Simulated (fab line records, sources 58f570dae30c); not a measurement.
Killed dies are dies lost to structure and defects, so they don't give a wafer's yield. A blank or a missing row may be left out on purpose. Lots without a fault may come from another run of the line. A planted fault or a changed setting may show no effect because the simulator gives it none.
A struck lot beside a sound one | flow berkeley_cmos170 | 43 steps out of a route of 331
Sound: wafers L430.1, L430.2, L430.4. Struck: wafers L438.1, L438.2, L438.4. The cause comes at the end.
At each step with rows: each side's tool, then ch and its chambers, then its first start. Under that, the readings that differ: sound wafers | struck wafers | difference of the means | sigmas: that difference in standard deviations of wafers without a fault.
alike: readings whose means differ by less than 2 such deviations, and words and numbers that are the same on both sides. not compared: withheld readings, readings that some wafer has no value for, bounds like >300 that may hide the same value, and numbers for which the record gives no deviation and whose values overlap.
The two part at a step that has a row with sigmas, a row that says differs or no value, or rows on one side only. Numbers that don't overlap but have no deviation are shown without sigmas and don't part them. A reading that every wafer of one side lacks parts them only if that side has two wafers or more.

first, 6 steps without rows for these wafers: UCB170_M2_COAT_09; UCB170_M2_COAT_10 (resist thk 900 nm); UCB170_M2_SOFTBAKE_11 (time 60 s); UCB170_M2_EXPOSE_12 (exposes mask METAL2, target cd 700 nm); UCB170_M2_PEB_13; UCB170_M2_DEVELOP_14 (develop time 45 s).
UCB170_M2_CD_MEAS_15: target cd 700 nm.
  sound on cd_sem-02, day 8 14:22; struck on cd_sem-02, day 10 06:44
  alike: cd_nm
UCB170_M2_OVL_MEAS_16:
  sound on overlay-01, day 8 14:29; struck on overlay-01, day 10 06:52
  alike: M2_OVL
UCB170_M2_ETCH_17: etches BARC in N2/H2.
  sound on rie_diel-03 ch 0,1,2, day 8 14:32; struck on rie_diel-02 ch 1,2, day 10 06:54
  reading                | sound             | struck            | difference | sigmas
  throttle_valve_pct (%) | 13.44 13.20 13.45 | 12.88 13.03 12.88 | -0.43      | -2
  alike: drypump_motor_current_A, oes_product_au
then, 1 step without rows for these wafers: UCB170_M2_METAL_ETCH_18 (etches Al in Cl2/BCl3, stops on SiO2, target depth 1170 nm, time 195 s).
UCB170_M2_STRIP_19: strips in O2.
  sound on plasma_asher-02 ch 0,1, day 8 14:56; struck on plasma_asher-02 ch 0,1, day 10 07:08
  alike: drypump_motor_current_A, oes_product_au
  not compared: rf_hours_counter_h
UCB170_M2_CD_MEAS_90: target cd 700 nm.
  sound on cd_sem-02, day 8 15:02; struck on cd_sem-02, day 10 07:17
  alike: cd_nm
UCB170_V2_CVD_00: deposits SiO2 from TEOS/O2, target thk 2000 nm, time 250 s.
  sound on pecvd-01 ch 0,1,2, day 8 15:10; struck on pecvd-02 ch 0,2, day 10 07:25
  reading                             | sound          | struck            | difference | sigmas
  model.SiO2_of_V2_CVD_00.thk_nm (nm) | 2009 1987 2038 | 959.2 971.3 989.8 | -1037.9    |
  alike: heater_power_w
UCB170_V2_THK_MEAS_01:
  sound on film_metro-04, day 8 15:23; struck on film_metro-02, day 10 07:34
  reading          | sound          | struck      | difference | sigmas
  V2_TEOS_THK (nm) | 2008 1987 2040 | 959 972 990 | -1038      | -42
UCB170_V2_CMP_02: polishes SiO2.
  sound on cmp-01 ch 1,2,3, day 8 15:29; struck on cmp-01 ch 0,1,2, day 10 07:41
  alike: head_pressure_psi, motor_current_A
UCB170_V2_BOW_MEAS_03:
  sound on film_metro-02, day 8 15:44; struck on film_metro-01, day 10 07:58
  alike: V2_BOW
UCB170_V2_THK_MEAS_04:
  sound on film_metro-02, day 8 15:52; struck on film_metro-01, day 10 08:05
  reading              | sound               | struck            | difference | sigmas
  V2_POLISHED_THK (nm) | 998.9 1002.2 1000.3 | 958.1 970.7 989.9 | -27.6      | -25
then, 7 steps without rows for these wafers: UCB170_V2_CLEAN_05 (cleans in DIW); UCB170_V2_HMDS_06 (prime time 60 s); UCB170_V2_COAT_07 (resist thk 900 nm); UCB170_V2_SOFTBAKE_08 (time 60 s); UCB170_V2_EXPOSE_09 (exposes mask VIA2, target cd 700 nm); UCB170_V2_PEB_10; UCB170_V2_DEVELOP_11 (develop time 45 s).
UCB170_V2_CD_MEAS_12: target cd 700 nm.
  sound on cd_sem-01, day 8 17:08; struck on cd_sem-01, day 10 10:03
  alike: cd_nm
UCB170_V2_OVL_MEAS_13:
  sound on overlay-02, day 8 17:15; struck on overlay-02, day 10 10:10
  alike: V2_OVL
UCB170_V2_ETCH_14: etches SiO2 in CHF3/CF4/Ar, stops on Al, target depth 1250 nm, time 291 s.
  sound on rie_diel-04 ch 0,2,3, day 8 17:17; struck on rie_diel-01 ch 0,1,3, day 10 10:13
  reading                        | sound           | struck            | difference | sigmas
  model.etch.depth_nm (nm)       | 999.4 1002 1000 | 959.2 971.3 989.8 | -27.0      |
  model.V2.feature_depth_nm (nm) | 999.4 1002 1001 | 959.6 971.7 989.8 | -27.1      |
  alike: drypump_motor_current_A, oes_product_au, throttle_valve_pct
  not compared: rf_hours_counter_h
UCB170_V2_STRIP_15: strips in O2.
  sound on plasma_asher-04 ch 0,1, day 8 17:28; struck on plasma_asher-03 ch 0,1, day 10 10:28
  alike: drypump_motor_current_A, oes_product_au, strip_time_to_endpoint_s
  not compared: rf_hours_counter_h
UCB170_V2_CD_MEAS_90: target cd 700 nm.
  sound on cd_sem-02, day 8 17:34; struck on cd_sem-02, day 10 10:34
  alike: cd_nm
then, 1 step without rows for these wafers: UCB170_M3_PRE_CLEAN_00 (preclean etch time 60 s).
UCB170_M3_SPUTTER_01: material Al, target thk 900 nm, time 120 s.
  sound on pvd_sputter-01, day 8 17:45; struck on pvd_sputter-01, day 10 10:45
  alike: chamber_pressure_pa, throttle_valve_pct
UCB170_M3_RS_MEAS_02: measures by four-point-probe.
  sound on film_metro-01, day 8 17:50; struck on film_metro-02, day 10 10:50
  alike: M3_AL_RS
UCB170_M3_THK_MEAS_03: measures by xrf.
  sound on film_metro-01, day 8 17:57; struck on film_metro-02, day 10 10:58
  alike: M3_AL_THK
then, 9 steps without rows for these wafers: UCB170_M3_HMDS_04 (prime time 60 s); UCB170_M3_COAT_05 (resist thk 900 nm); UCB170_M3_SOFTBAKE_06 (time 60 s); UCB170_M3_STRIP_07 (strips in O2); UCB170_M3_STRIP_08 (strips KrF in DMSO, time 600 s); UCB170_M3_COAT_09; UCB170_M3_COAT_10 (resist thk 900 nm); UCB170_M3_SOFTBAKE_11 (time 60 s); UCB170_M3_EXPOSE_12 (exposes mask METAL3, target cd 700 nm).
UCB170_M3_METAL_ETCH_18: etches Al in Cl2/BCl3, stops on SiO2, target depth 1170 nm, time 195 s.
  sound on rie_metal-02 ch 0,1, day 8 21:37; struck on rie_metal-03 ch 0,1, day 10 13:47
  reading                             | sound           | struck            | difference | sigmas
  model.SiO2_of_V2_CVD_00.thk_nm (nm) | 934.1 939.3 937 | 896.5 910.7 927.4 | -25.3      |
  alike: drypump_motor_current_A, oes_product_au, throttle_valve_pct
  not compared: rf_hours_counter_h

WHERE THEY PART
First at UCB170_M2_ETCH_17; last, within this record, at UCB170_V2_THK_MEAS_04. Later steps at which nothing parts them and some readings are alike: UCB170_V2_CD_MEAS_12, UCB170_V2_OVL_MEAS_13, UCB170_V2_ETCH_14, UCB170_V2_STRIP_15, UCB170_V2_CD_MEAS_90, UCB170_M3_SPUTTER_01, UCB170_M3_RS_MEAS_02, UCB170_M3_THK_MEAS_03, UCB170_M3_METAL_ETCH_18.

WHY: what the simulator had put in
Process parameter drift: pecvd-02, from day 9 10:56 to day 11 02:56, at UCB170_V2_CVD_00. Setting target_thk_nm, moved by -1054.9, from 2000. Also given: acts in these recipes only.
